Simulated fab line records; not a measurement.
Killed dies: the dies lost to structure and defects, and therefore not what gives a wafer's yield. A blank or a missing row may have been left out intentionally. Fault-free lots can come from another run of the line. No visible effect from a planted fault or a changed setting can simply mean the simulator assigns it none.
Problem report, 8D (eight disciplines) form, completed by code | flow rit-cmos | the parts of the form that need people (team, actions taken, sign-off) are left out

== 1. WHAT IS WRONG ==
Across 6 wafers from 2 lots, GATE_POLY_THK at RIT_GATE_THK_MEAS_09 averages 399.0 nm, while fault-free wafers read 248.6 nm with a standard deviation of 2.4. Measured from the usual mean, that is +63 standard deviations.
Earliest sighting: wafer L377.3 on film-metro-03 at day 4 12:49. The record holds 30 wafers of 10 lots with a number at this step. By rule, "out" or "out of limits" means more than 4 standard deviations away from the usual mean. The other wafers with a number count as sound.

== 2. WHAT THIS IS AND IS NOT ==
question                    | is                           | is not
which readings at this step | GATE_POLY_THK                | -
which lots                  | L377, L379                   | L368, L369, L370, L381, L382, L383, L386, L389
which wafers of those lots  | all that have a number       | -
read on which gauges        | film-metro-01, film-metro-03 | film-metro-04
when                        | from day 4 12:49             | up to then (9 sound wafers); but 15 sound wafers of L381, L382, L383, L386, L389 came after

== 3. THE SUSPECTS, EACH WITH WHAT RULES IT OUT ==
Counting: a tool stays on the suspect list if, at a process step up to the reading, it processed all lots that are out and no sound lot following the first of them.
- the gauge at RIT_GATE_THK_MEAS_09 is ruled out. 2 gauges (film-metro-01, film-metro-03) read the wafers that are out.
- lpcvd-01 at RIT_GATE_CVD_08 (deposits poly-Si from SiH4, target thk 250 nm, time 2220 s): ruled out as a lasting fault. Sound lots L381, L383 ran on it after its first lot that is out, L377 (day 4 11:11).
Left after counting: nothing in the record.

== 4. THE CAUSE (what the simulator had put in) ==
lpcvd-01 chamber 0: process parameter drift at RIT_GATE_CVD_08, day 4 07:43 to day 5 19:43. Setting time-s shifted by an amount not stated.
The count ruled it out by mistake, since the rule takes a fault to strike every lot its tool runs from the start of the fault on, and this one did not do so.

== 5. SEQUENCE OF EFFECTS, ordered by route ==
Rows list readings where the struck wafers' mean (over those with a number) sits beyond 3 standard deviations from the usual. Only readings whose record carries a usual standard deviation are examined. hours: median over the lots of the time between each lot's start at the first step of this table that gives one and its start at this step. sigmas: the change, counted in usual standard deviations.
hours | step                 | reading             | usual      | on struck wafers | change | sigmas
0     | RIT_GATE_THK_MEAS_09 | GATE_POLY_THK       | 248.6 nm   | 399.0            | +150.4 | +63
1     | RIT_GATE_ETCH_19     | oes-product-au      | 0.842 a.u. | 1.006            | +0.164 | +9.1
23    | RIT_M1_PROBE_99      | killed-at-front-end | 6.6        | 264.0            | +257.4 | +89
23    | RIT_M1_PROBE_99      | killed-dies         | 6.6        | 264.0            | +257.4 | +86
23    | RIT_M1_PROBE_99      | killed-on-rim       | 1.7        | 70.0             | +68.3  | +49
It contains these process steps:
- RIT_GATE_ETCH_19: etches poly-Si in SF6/CHF3/O2, stops on SiO2, time 165 s, target depth 312.5 nm.
- RIT_M1_PROBE_99

== 6. WHAT WOULD HAVE CAUGHT IT SOONER ==
5 hours passed between the start of the fault at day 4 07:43 and the first reading out of limits at a measuring or inspecting step in this record, taken at day 4 12:49.
Of the tool readings at RIT_GATE_CVD_08 for which the record gives a usual standard deviation, none was out on any struck wafer, so an alarm limit of 4 standard deviations on them would not have fired.
